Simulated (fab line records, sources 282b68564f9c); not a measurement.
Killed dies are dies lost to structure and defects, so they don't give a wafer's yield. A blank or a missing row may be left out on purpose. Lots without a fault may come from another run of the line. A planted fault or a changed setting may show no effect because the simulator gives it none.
Split-lot experiment | flow rit_cmos | 5 lots, 23 wafers read, on a route of 202 steps

THE SPLIT
At RIT_ACTIVE_CVD_03 (deposits Si3N4 from SiH2Cl2/NH3, target thk 150 nm, time 1500 s), the setting pressure_mtorr was moved away from the recipe's 300 mTorr on 20 of the 23 wafers read, by -7.9% to +13.1%. The other wafers ran this setting at the recipe's value.

The file shows no step between the split and the reading.

THE READING
ACTIVE_NITRIDE_THK, in nm, at RIT_ACTIVE_THK_MEAS_04. Fault-free wafers of this fab line usually give 149.0 nm, standard deviation 1.6 nm.

wafer  | tool, chamber at the split | pressure_mtorr as run, mTorr | against the recipe | ACTIVE_NITRIDE_THK, nm | against lot-mates on the recipe
L074.2 | -, -                       | 316.2                        | +5.4%              | 151.5                  | no lot-mate on the recipe
L074.3 | -, -                       | 316.2                        | +5.4%              | 154.3                  | no lot-mate on the recipe
L074.4 | -, -                       | 316.2                        | +5.4%              | 151.9                  | no lot-mate on the recipe
L074.5 | -, -                       | 316.2                        | +5.4%              | 152.6                  | no lot-mate on the recipe
L074.6 | -, -                       | 316.2                        | +5.4%              | 152.6                  | no lot-mate on the recipe
L075.1 | -, -                       | 339.4                        | +13.1%             | 155.2                  | no lot-mate on the recipe
L075.2 | -, -                       | 339.4                        | +13.1%             | 155.3                  | no lot-mate on the recipe
L075.3 | -, -                       | 339.4                        | +13.1%             | 155.3                  | no lot-mate on the recipe
L075.5 | -, -                       | 339.4                        | +13.1%             | 155.7                  | no lot-mate on the recipe
L075.6 | -, -                       | 339.4                        | +13.1%             | 155.3                  | no lot-mate on the recipe
L078.1 | -, -                       | 319.6                        | +6.5%              | 150.7                  | no lot-mate on the recipe
L078.2 | -, -                       | 319.6                        | +6.5%              | 153.0                  | no lot-mate on the recipe
L078.4 | -, -                       | 319.6                        | +6.5%              | 150.8                  | no lot-mate on the recipe
L078.5 | -, -                       | 319.6                        | +6.5%              | 150.3                  | no lot-mate on the recipe
L078.6 | -, -                       | 319.6                        | +6.5%              | 151.6                  | no lot-mate on the recipe
L079.1 | -, -                       | 276.3                        | -7.9%              | 146.4                  | no lot-mate on the recipe
L079.2 | -, -                       | 276.3                        | -7.9%              | 145.6                  | no lot-mate on the recipe
L079.3 | -, -                       | 276.3                        | -7.9%              | 146.3                  | no lot-mate on the recipe
L079.4 | -, -                       | 276.3                        | -7.9%              | 145.5                  | no lot-mate on the recipe
L079.6 | -, -                       | 276.3                        | -7.9%              | 144.4                  | no lot-mate on the recipe
L081.1 | lpcvd-01, 1                | 300                          | recipe             | 148.3                  | -
L081.5 | lpcvd-01, 1                | 300                          | recipe             | 148.8                  | -
L081.6 | lpcvd-01, 1                | 300                          | recipe             | 148.7                  | -

THE FIT
A straight line over all 23 wafers: ACTIVE_NITRIDE_THK changes by +0.462 nm for each +1% of pressure_mtorr; r = +0.96; the points scatter about the line by 1 nm.
Too few moved wafers have a lot-mate on the recipe to fit a line with each lot's own level taken away.

THE WHOLE CHAIN: every reading that the file lists as answering this split, in the file's order
step                   | what it does                                                    | reading                                                                        | change (the file's fit)               | r (the file's)
RIT_ACTIVE_CVD_03      | deposits Si3N4 from SiH2Cl2/NH3, target thk 150 nm, time 1500 s | Si3N4_of_ACTIVE_CVD_03.thk_nm (the simulator's own value, which no gauge read) | +0.463 nm for each +1% of the setting | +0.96
RIT_ACTIVE_THK_MEAS_04 |                                                                 | ACTIVE_NITRIDE_THK                                                             | +0.463 for each +1% of the setting    | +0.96

THE FILE'S OWN FIT
ACTIVE_NITRIDE_THK changes by +0.463 nm for each +1% of pressure_mtorr, r = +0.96.
